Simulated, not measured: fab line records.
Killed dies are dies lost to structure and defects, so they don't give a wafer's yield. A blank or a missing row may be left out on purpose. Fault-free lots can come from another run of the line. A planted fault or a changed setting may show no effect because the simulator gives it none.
fab line records	flow berkeleyCmos170	part 1 of 2: steps 1 to 24 of 36
[record] lots = 5	wafers = 15	lastDay = 13
route steps=331 shown ACTIVE@63 PFIELD@79 FIELD@89 SACOX@97
lots that met no fault: taken from a fault-free run of the same line
startH: the number of hours between the record's first day and the start of the first shown wafer of the lot	waitH: hours elapsed since this lot's preceding step	" repeats the value in the row above	L1.1+2: several wafers, shown together as one row	- no value present, or no start provided	* or withheld: withheld	< > ~ a bound
route shown NAME@n: names a module that has steps shown in the file, with the first one's number in the route	usual: the fault-free wafers' mean and standard deviation	same: alike in all rows	chamber/n: place in a boat	sites: readings site by site	_std_site: their standard deviation	_edge_site: outer sites' mean less inner sites'	radiusMm: for every site, how far away it sits from the centre of the wafer	mask NAME#n: copy n	behind: tool/chamber where the wafer was last shaped	hold: the reason the lot was held/the length of the hold in hours/how it ended	device: the transistor (n, p or np) that didn't switch	end of line: tests of these same wafers at the route's end	step lacking rows: just its recipe	killed: not the wafer's yield, but the dies lost to structure and defects at the first sort	map: a wafer's dies, x killed, . not, _ none there
set.NAME: the setting the step ran with; set.NAME@STEP: the setting that earlier step ran with	model.NAME: the simulator's own value behind a step, which no gauge read
a table for each step, a row for each wafer; lots at some steps of the route
services: when a tool's chamber went out of use (startH, in hours from the record's first day, below 0 if earlier), for how many hours, and the reason
[[steps]]
[step UCB170_ACTIVE_THK_MEAS_03]
[recipe] reads = SiO2_of_ACTIVE_OXIDATION_02
[usual] ACTIVE_OXIDE_THK = 26.5/0.58
lot.wafer	tool	chamber	startH	waitH	ACTIVE_OXIDE_THK[nm]
L074.3	filmMetro-04	-	81.25	0.0	27.6
L074.4	"	-	"	"	26.9
L074.6	"	-	"	"	27.3
L081.1	filmMetro-03	-	113.23	0.0	26.6
L081.4	"	-	"	"	27.1
L081.6	"	-	"	"	26.5
L085.1	filmMetro-04	-	132.26	0.0	25.9
L085.2	"	-	"	"	25.8
L085.4	"	-	"	"	26.0
L091.2	filmMetro-03	-	163.80	0.0	26.6
L091.4	"	-	"	"	26.6
L091.5	"	-	"	"	26.4
L097.2	filmMetro-03	-	197.75	0.0	27.7
L097.5	"	-	"	"	27.9
L097.6	"	-	"	"	27.5
[step UCB170_ACTIVE_ANNEAL_04]
[recipe] tempC = 1000	timeS = 900	ambient = N2
[usual] spikeTcLoadC = 1026/3.6	zonePowerCentrePct = 48.7/1	zonePowerSourcePct = 39.6/2.2
lot.wafer	tool	chamber	startH	waitH	spikeTcLoadC	zonePowerCentrePct	zonePowerSourcePct
L074.3	furnace-02	0	82.03	0.8	1020	49.5	42.2
L074.4	"	0	"	"	1023	49.3	42.1
L074.6	"	0	"	"	1023	50.0	41.7
L081.1	furnace-01	0	117.87	4.6	1030	47.5	37.2
L081.4	"	0	"	"	1028	48.1	37.8
L081.6	"	0	"	"	1032	47.0	37.1
L085.1	furnace-02	0	136.53	4.3	1024	49.2	41.4
L085.2	"	0	"	"	1023	49.1	41.1
L085.4	"	0	"	"	1024	49.3	41.4
L091.2	furnace-01	0	166.27	2.5	1031	46.9	37.2
L091.4	"	0	"	"	1029	46.6	37.2
L091.5	"	0	"	"	1032	48.1	37.2
L097.2	furnace-02	0	202.49	4.7	1023	49.6	42.3
L097.5	"	0	"	"	1023	49.5	41.6
L097.6	"	0	"	"	1022	50.1	41.2
[step UCB170_ACTIVE_CVD_05]
[recipe] material = Si3N4	targetThkNm = 220	tempC = 800	precursor = SiH2Cl2/NH3	timeS = 3300	pressureMtorr = 200	sih2cl2FlowSccm = 25	nh3FlowSccm = 75
[usual] spikeTcLoadC = 825/3.4	zonePowerCentrePct = 34.3/1.1	zonePowerSourcePct = 22.5/2.9
lot.wafer	tool	chamber	startH	waitH	spikeTcLoadC	zonePowerCentrePct	zonePowerSourcePct
L074.3	lpcvd-02	0	84.41	1.1	825	34.0	21.1
L074.4	"	0	"	"	825	33.3	21.0
L074.6	"	0	"	"	825	33.7	20.6
L081.1	lpcvd-02	0	119.12	0.0	824	33.1	21.1
L081.4	"	0	"	"	826	33.1	20.8
L081.6	"	0	"	"	826	33.6	20.8
L085.1	lpcvd-02	0	137.78	0.0	825	33.0	21.0
L085.2	"	0	"	"	826	33.4	21.0
L085.4	"	0	"	"	823	33.6	21.0
L091.2	lpcvd-01	1	167.52	0.0	824	34.1	20.4
L091.4	"	1	"	"	824	33.9	20.4
L091.5	"	1	"	"	824	33.4	20.6
L097.2	lpcvd-02	0	203.74	0.0	824	33.8	20.7
L097.5	"	0	"	"	824	32.9	21.2
L097.6	"	0	"	"	824	33.7	20.9
[step UCB170_ACTIVE_THK_MEAS_06]
[recipe] reads = Si3N4_of_ACTIVE_CVD_05
[usual] ACTIVE_NITRIDE_THK = 220.8/2.1
lot.wafer	tool	chamber	startH	waitH	ACTIVE_NITRIDE_THK[nm]
L074.3	filmMetro-01	-	86.35	0.0	219.9
L074.4	"	-	"	"	220.1
L074.6	"	-	"	"	219.1
L081.1	filmMetro-01	-	121.03	0.0	222.1
L081.4	"	-	"	"	221.3
L081.6	"	-	"	"	221.1
L085.1	filmMetro-03	-	139.70	0.0	227.1
L085.2	"	-	"	"	225.7
L085.4	"	-	"	"	224.5
L091.2	filmMetro-01	-	169.44	0.0	220.4
L091.4	"	-	"	"	220.7
L091.5	"	-	"	"	222.1
L097.2	filmMetro-01	-	205.67	0.0	222.2
L097.5	"	-	"	"	220.3
L097.6	"	-	"	"	221.5
[step UCB170_ACTIVE_HMDS_07]
[recipe] primeTimeS = 60	primeTempC = 100
[usual] chillPlateTempC = 23.01/0.099
[same] primeTimeS = 60
lot.wafer	tool	chamber	startH	waitH	chillPlateTempC
L074.3	lithoTrack-03	0	86.44	0.1	22.85
L074.4	"	0	"	"	22.86
L074.6	"	0	"	"	22.93
L081.1	lithoTrack-03	0	121.09	0.1	23.11
L081.4	"	0	"	"	22.98
L081.6	"	0	"	"	23.14
L085.1	lithoTrack-03	0	139.76	0.1	22.88
L085.2	"	0	"	"	23.01
L085.4	"	0	"	"	22.96
L091.2	lithoTrack-01	0	169.72	0.3	22.89
L091.4	"	0	"	"	22.94
L091.5	"	0	"	"	23.05
L097.2	lithoTrack-01	0	206.00	0.3	23.10
L097.5	"	0	"	"	22.93
L097.6	"	0	"	"	22.95
[step UCB170_ACTIVE_COAT_08]
[recipe] resist = KrF	spinRpm = 1500	resistThkNm = 900
[usual] chillPlateTempC = 23.00/0.12	spinSpeedRpm = 1500.0/0.99
lot.wafer	tool	chamber	startH	waitH	chillPlateTempC	spinSpeedRpm
L074.3	lithoTrack-03	0	86.59	0.1	22.82	1500.2
L074.4	"	0	"	"	22.85	1499.4
L074.6	"	0	"	"	22.92	1500.6
L081.1	lithoTrack-03	0	121.24	0.1	23.23	1497.1
L081.4	"	0	"	"	23.25	1500.5
L081.6	"	0	"	"	23.07	1500.0
L085.1	lithoTrack-03	0	139.91	0.1	23.20	1499.5
L085.2	"	0	"	"	23.21	1498.8
L085.4	"	0	"	"	23.13	1501.1
L091.2	lithoTrack-01	0	169.87	0.1	23.05	1499.4
L091.4	"	0	"	"	22.83	1499.6
L091.5	"	0	"	"	22.92	1500.6
L097.2	lithoTrack-01	0	206.15	0.1	22.99	1500.5
L097.5	"	0	"	"	23.03	1500.1
L097.6	"	0	"	"	22.97	1499.8
[step UCB170_ACTIVE_SOFTBAKE_09]
[recipe] resist = KrF	tempC = 130	timeS = 60
[usual] chillPlateTempC = 22.99/0.099
lot.wafer	tool	chamber	startH	waitH	chillPlateTempC
L074.3	lithoTrack-03	0	86.74	0.1	23.05
L074.4	"	0	"	"	22.98
L074.6	"	0	"	"	23.00
L081.1	lithoTrack-03	0	121.39	0.1	22.91
L081.4	"	0	"	"	22.97
L081.6	"	0	"	"	22.96
L085.1	lithoTrack-03	0	140.06	0.1	23.07
L085.2	"	0	"	"	22.97
L085.4	"	0	"	"	23.04
L091.2	lithoTrack-01	0	170.02	0.1	22.84
L091.4	"	0	"	"	22.88
L091.5	"	0	"	"	23.02
L097.2	lithoTrack-01	0	206.30	0.1	23.08
L097.5	"	0	"	"	22.99
L097.6	"	0	"	"	23.09
[step UCB170_ACTIVE_EXPOSE_10]
[recipe] maskId = ACTIVE	targetCdNm = 1200	na = 0.5	sigmaOuter = 0.6	sourceShape = conventional	doseMj = 20
lot.wafer	tool	chamber	startH	waitH	mask
L074.3+4+6	krfScanner-02	0	87.24	0.5	ACTIVE#0
L081.1+4+6	krfScanner-01	0	121.78	0.4	ACTIVE#0
L085.1+2+4	krfScanner-02	0	140.33	0.2	ACTIVE#0
L091.2+4+5	krfScanner-02	0	170.20	0.2	ACTIVE#0
L097.2+5+6	krfScanner-02	0	206.44	0.1	ACTIVE#0
[step UCB170_ACTIVE_PEB_11]
[recipe] pebTempC = 130	pebTimeS = withheld	resist = KrF
[usual] chillPlateTempC = 22.96/0.1
lot.wafer	tool	chamber	startH	waitH	chillPlateTempC
L074.3	lithoTrack-01	0	87.37	0.1	23.07
L074.4	"	0	"	"	22.82
L074.6	"	0	"	"	22.88
L081.1	lithoTrack-03	0	121.90	0.1	23.10
L081.4	"	0	"	"	23.02
L081.6	"	0	"	"	23.00
L085.1	lithoTrack-01	0	140.45	0.1	23.00
L085.2	"	0	"	"	22.96
L085.4	"	0	"	"	22.99
L091.2	lithoTrack-03	0	170.81	0.6	23.01
L091.4	"	0	"	"	23.04
L091.5	"	0	"	"	23.01
L097.2	lithoTrack-03	0	206.69	0.2	22.92
L097.5	"	0	"	"	22.97
L097.6	"	0	"	"	22.95
[step UCB170_ACTIVE_DEVELOP_12]
[recipe] developer = TMAH	developTimeS = 45	resist = KrF	devTempC = 21
[usual] chillPlateTempC = 23.03/0.11
lot.wafer	tool	chamber	startH	waitH	chillPlateTempC
L074.3	lithoTrack-01	0	-	-	23.06
L074.4	"	0	"	"	22.95
L074.6	"	0	"	"	23.08
L081.1	lithoTrack-03	0	-	-	23.08
L081.4	"	0	"	"	22.93
L081.6	"	0	"	"	23.01
L085.1	lithoTrack-01	0	-	-	23.18
L085.2	"	0	"	"	23.14
L085.4	"	0	"	"	23.06
L091.2	lithoTrack-03	0	-	-	22.96
L091.4	"	0	"	"	23.08
L091.5	"	0	"	"	22.98
L097.2	lithoTrack-03	0	-	-	22.83
L097.5	"	0	"	"	22.92
L097.6	"	0	"	"	23.12
[step UCB170_ACTIVE_CD_MEAS_13]
[recipe] targetCdNm = 1200
[usual] cdNm = 1200.3/1.5
lot.wafer	tool	chamber	startH	waitH	cdNm
L074.3	cdSem-01	-	87.64	-	1202.9
L074.4	"	-	"	"	1199.7
L074.6	"	-	"	"	1200.2
L081.1	cdSem-02	-	122.17	-	1199.5
L081.4	"	-	"	"	1199.5
L081.6	"	-	"	"	1200.1
L085.1	cdSem-01	-	140.72	-	1202.5
L085.2	"	-	"	"	1203.0
L085.4	"	-	"	"	1202.6
L091.2	cdSem-01	-	171.08	-	1197.9
L091.4	"	-	"	"	1198.7
L091.5	"	-	"	"	1197.8
L097.2	cdSem-01	-	206.96	-	1199.6
L097.5	"	-	"	"	1199.4
L097.6	"	-	"	"	1200.7
[step UCB170_ACTIVE_OVL_MEAS_14]
[usual] ACTIVE_OVL = -7/5
lot.wafer	tool	chamber	startH	waitH	ACTIVE_OVL[nm]
L074.3	overlay-01	-	87.73	0.1	-5
L074.4	"	-	"	"	0
L074.6	"	-	"	"	-3
L081.1	overlay-02	-	122.29	0.1	-12
L081.4	"	-	"	"	-7
L081.6	"	-	"	"	-11
L085.1	overlay-02	-	140.84	0.1	-7
L085.2	"	-	"	"	-3
L085.4	"	-	"	"	-1
L091.2	overlay-02	-	171.19	0.1	-13
L091.4	"	-	"	"	-4
L091.5	"	-	"	"	-9
L097.2	overlay-01	-	207.06	0.1	-5
L097.5	"	-	"	"	-11
L097.6	"	-	"	"	-9
[step UCB170_ACTIVE_ETCH_15]
[recipe] chemistry = CH3F/Ar/O2	target = Si3N4	stopOn = SiO2	CH3F_flow_sccm = 20	Ar_flow_sccm = 50	O2_flow_sccm = 7	pressureMtorr = 50	rfW = 450	targetDepthA = 2420	overEtchFrac = 0.1	timeS = 151
[usual] chamberPressureMTorr = 50.00/0.045	drypumpMotorCurrentA = 5.65/0.24	oesProductAu = 0.944/0.011	throttleValvePct = 8.06/0.15
lot.wafer	tool	chamber	startH	waitH	chamberPressureMTorr	drypumpMotorCurrentA	oesProductAu	rfHoursCounterH	throttleValvePct
L074.3	rieDiel-04	3	87.75	0.0	50.00	5.72	0.940	3	8.25
L074.4	"	2	"	"	49.98	5.38	0.957	94	7.92
L074.6	"	1	"	"	50.02	5.74	0.939	-	8.03
L081.1	rieDiel-01	3	122.33	0.0	49.97	5.42	0.947	14	8.06
L081.4	"	1	"	"	50.02	5.81	0.937	17	8.23
L081.6	"	0	"	"	50.08	6.04	0.939	-	8.06
L085.1	rieDiel-04	1	140.88	0.0	49.94	5.72	0.950	27	8.04
L085.2	"	3	"	"	49.98	5.71	0.952	5	8.25
L085.4	"	0	"	"	50.02	5.90	0.931	23	7.82
L091.2	rieDiel-01	0	171.22	0.0	50.04	6.08	0.944	110	8.05
L091.4	"	1	"	"	49.96	5.81	0.932	19	8.22
L091.5	"	2	"	"	49.96	5.76	0.951	-	8.16
L097.2	rieDiel-01	0	207.09	0.0	50.00	6.07	0.942	112	8.05
L097.5	"	3	"	"	49.99	5.44	0.947	-	8.06
L097.6	"	0	"	"	50.00	6.04	0.943	-	8.08
[step UCB170_ACTIVE_STRIP_16]
[recipe] chemistry = O2	powerW = 400	pressureMtorr = 3500	platenTempC = withheld	o2FlowSccm = 400	overashFraction = 0.5
[usual] chamberPressureMTorr = 3500/3.2	drypumpMotorCurrentA = 5.4/0.4	oesProductAu = 0.721/0.0044	stripTimeToEndpointS = 18.11/0.098
lot.wafer	tool	chamber	startH	waitH	chamberPressureMTorr	drypumpMotorCurrentA	oesProductAu	rfHoursCounterH	stripTimeToEndpointS
L074.3	plasmaAsher-01	1	87.89	0.1	3493	5.5	0.725	-	18.15
L074.4	"	0	"	"	3495	4.9	0.726	-	18.19
L074.6	"	0	"	"	3496	4.8	0.726	-	18.29
L081.1	plasmaAsher-02	0	122.43	0.1	3504	5.7	0.720	32	18.03
L081.4	"	1	"	"	3500	6.1	0.718	-	18.15
L081.6	"	0	"	"	3501	5.7	0.714	-	18.19
L085.1	plasmaAsher-04	0	140.98	0.1	3502	5.8	0.717	41	18.17
L085.2	"	1	"	"	3503	5.3	0.721	41	18.10
L085.4	"	0	"	"	3495	5.8	0.725	-	18.20
L091.2	plasmaAsher-01	0	171.32	0.1	3499	4.9	0.724	46	18.17
L091.4	"	1	"	"	3506	5.5	0.723	-	18.13
L091.5	"	0	"	"	3504	4.8	0.727	-	17.97
L097.2	plasmaAsher-01	1	207.19	0.1	3501	5.5	0.723	51	18.26
L097.5	"	0	"	"	3499	4.9	0.716	-	17.97
L097.6	"	1	"	"	3503	5.5	0.718	-	18.20
[step UCB170_ACTIVE_CD_MEAS_90]
[recipe] targetCdNm = 1200
[usual] cdNm = 1200.3/1.5
lot.wafer	tool	chamber	startH	waitH	cdNm
L074.3	cdSem-02	-	87.99	0.1	1202.4
L074.4	"	-	"	"	1200.0
L074.6	"	-	"	"	1199.9
L081.1	cdSem-02	-	122.53	0.1	1200.3
L081.4	"	-	"	"	1198.5
L081.6	"	-	"	"	1200.5
L085.1	cdSem-02	-	141.08	0.1	1202.6
L085.2	"	-	"	"	1202.8
L085.4	"	-	"	"	1202.7
L091.2	cdSem-02	-	171.44	0.1	1198.2
L091.4	"	-	"	"	1198.3
L091.5	"	-	"	"	1197.9
L097.2	cdSem-01	-	207.31	0.1	1199.6
L097.5	"	-	"	"	1199.7
L097.6	"	-	"	"	1200.7
[step UCB170_ACTIVE_CLEAN_17]
[recipe] chemistry = SPM	tempC = 120	timeS = 600
lot.wafer	tool	chamber	startH	waitH
L074.3+4+6	wetBench-04	0	90.29	2.3
L081.1+4+6	wetBench-01	3	122.65	0.1
L085.1+2+4	wetBench-04	2	141.50	0.4
L091.2+4+5	wetBench-01	3	171.54	0.1
L097.2+5+6	wetBench-02	3	207.41	0.1
[step UCB170_PFIELD_HMDS_00]
[recipe] primeTimeS = 60	primeTempC = 100
[usual] chillPlateTempC = 23.00/0.11
[same] primeTimeS = 60
lot.wafer	tool	chamber	startH	waitH	chillPlateTempC
L074.3	lithoTrack-01	0	91.08	0.6	23.08
L074.4	"	0	"	"	23.14
L074.6	"	0	"	"	23.02
L081.1	lithoTrack-04	0	122.83	0.0	22.93
L081.4	"	0	"	"	23.14
L081.6	"	0	"	"	22.94
L085.1	lithoTrack-02	0	141.71	0.0	23.06
L085.2	"	0	"	"	23.02
L085.4	"	0	"	"	22.96
L091.2	lithoTrack-01	0	172.52	0.8	22.87
L091.4	"	0	"	"	23.08
L091.5	"	0	"	"	22.86
L097.2	lithoTrack-04	0	207.90	0.3	22.84
L097.5	"	0	"	"	22.93
L097.6	"	0	"	"	22.88
[step UCB170_PFIELD_COAT_01]
[recipe] resist = KrF	spinRpm = 1500	resistThkNm = 900
[usual] chillPlateTempC = 22.98/0.11	spinSpeedRpm = 1500.0/0.93
lot.wafer	tool	chamber	startH	waitH	chillPlateTempC	spinSpeedRpm
L074.3	lithoTrack-01	0	91.23	0.1	22.82	1500.6
L074.4	"	0	"	"	22.97	1499.5
L074.6	"	0	"	"	23.00	1500.1
L081.1	lithoTrack-04	0	122.98	0.1	22.72	1500.3
L081.4	"	0	"	"	22.86	1499.1
L081.6	"	0	"	"	22.87	1502.9
L085.1	lithoTrack-02	0	141.86	0.1	23.02	1500.5
L085.2	"	0	"	"	23.14	1498.2
L085.4	"	0	"	"	23.00	1498.5
L091.2	lithoTrack-01	0	172.67	0.1	22.99	1500.0
L091.4	"	0	"	"	22.99	1500.2
L091.5	"	0	"	"	22.87	1500.1
L097.2	lithoTrack-04	0	208.05	0.1	22.91	1498.8
L097.5	"	0	"	"	22.94	1500.2
L097.6	"	0	"	"	22.90	1499.6
[step UCB170_PFIELD_SOFTBAKE_02]
[recipe] resist = KrF	tempC = 130	timeS = 60
[usual] chillPlateTempC = 23.00/0.096
lot.wafer	tool	chamber	startH	waitH	chillPlateTempC
L074.3	lithoTrack-01	0	91.38	0.1	23.00
L074.4	"	0	"	"	22.79
L074.6	"	0	"	"	22.85
L081.1	lithoTrack-04	0	123.13	0.1	22.95
L081.4	"	0	"	"	22.92
L081.6	"	0	"	"	23.11
L085.1	lithoTrack-02	0	142.01	0.1	23.02
L085.2	"	0	"	"	22.96
L085.4	"	0	"	"	22.94
L091.2	lithoTrack-01	0	172.82	0.1	23.15
L091.4	"	0	"	"	23.19
L091.5	"	0	"	"	23.17
L097.2	lithoTrack-04	0	208.20	0.1	23.01
L097.5	"	0	"	"	22.81
L097.6	"	0	"	"	22.96
[step UCB170_PFIELD_EXPOSE_03]
[recipe] maskId = PFIELD	na = 0.5	sigmaOuter = 0.6	sourceShape = conventional	targetCdNm = 1500	doseMj = 30
lot.wafer	tool	chamber	startH	waitH	mask
L074.3+4+6	krfScanner-02	0	91.52	0.1	PFIELD#0
L081.1+4+6	krfScanner-02	0	123.28	0.1	PFIELD#0
L085.1+2+4	krfScanner-01	0	142.43	0.4	PFIELD#0
L091.2+4+5	krfScanner-01	0	-	-	PFIELD#0
L097.2+5+6	krfScanner-01	0	208.47	0.2	PFIELD#0
[step UCB170_PFIELD_PEB_04]
[recipe] pebTempC = 130	pebTimeS = withheld	resist = KrF
[usual] chillPlateTempC = 23.00/0.1
lot.wafer	tool	chamber	startH	waitH	chillPlateTempC
L074.3	lithoTrack-02	0	92.28	0.7	22.97
L074.4	"	0	"	"	23.08
L074.6	"	0	"	"	22.89
L081.1	lithoTrack-01	0	123.39	0.1	23.12
L081.4	"	0	"	"	22.93
L081.6	"	0	"	"	23.10
L085.1	lithoTrack-04	0	142.61	0.2	23.17
L085.2	"	0	"	"	22.98
L085.4	"	0	"	"	23.04
L091.2	lithoTrack-01	0	-	-	23.13
L091.4	"	0	"	"	22.99
L091.5	"	0	"	"	22.97
L097.2	lithoTrack-04	0	208.80	0.3	23.01
L097.5	"	0	"	"	23.02
L097.6	"	0	"	"	23.12
[step UCB170_PFIELD_DEVELOP_05]
[recipe] developer = TMAH	developTimeS = 45	resist = KrF	devTempC = 21
[usual] chillPlateTempC = 23.00/0.1
lot.wafer	tool	chamber	startH	waitH	chillPlateTempC
L074.3	lithoTrack-02	0	-	-	22.90
L074.4	"	0	"	"	22.96
L074.6	"	0	"	"	23.05
L081.1	lithoTrack-01	0	-	-	23.23
L081.4	"	0	"	"	22.94
L081.6	"	0	"	"	23.07
L085.1	lithoTrack-04	0	-	-	23.18
L085.2	"	0	"	"	23.08
L085.4	"	0	"	"	23.12
L091.2	lithoTrack-01	0	-	-	23.03
L091.4	"	0	"	"	22.94
L091.5	"	0	"	"	23.09
L097.2	lithoTrack-04	0	-	-	22.98
L097.5	"	0	"	"	22.94
L097.6	"	0	"	"	22.91
[step UCB170_PFIELD_OVL_MEAS_06]
[usual] PFIELD_OVL = -3/5.9
lot.wafer	tool	chamber	startH	waitH	PFIELD_OVL[nm]
L074.3	overlay-01	-	92.51	-	-15
L074.4	"	-	"	"	-7
L074.6	"	-	"	"	-14
L081.1	overlay-02	-	123.67	-	1
L081.4	"	-	"	"	15
L081.6	"	-	"	"	12
L085.1	overlay-01	-	142.88	-	5
L085.2	"	-	"	"	-4
L085.4	"	-	"	"	2
L091.2	overlay-01	-	174.51	-	-6
L091.4	"	-	"	"	-6
L091.5	"	-	"	"	0
L097.2	overlay-01	-	209.06	-	-1
L097.5	"	-	"	"	-2
L097.6	"	-	"	"	-3
[step UCB170_PFIELD_IMPLANT_07]
[recipe] species = B	doseCm2 = 2e+13	energyKev = 80	tiltDeg = 7
lot.wafer	tool	chamber	startH	waitH
L074.3+4+6	implanter-02	0	92.59	0.1
L081.1+4+6	implanter-04	0	123.70	0.0
L085.1+2+4	implanter-02	0	142.92	0.0
L091.2+4+5	implanter-02	0	174.56	0.0
L097.2+5+6	implanter-04	0	209.11	0.0
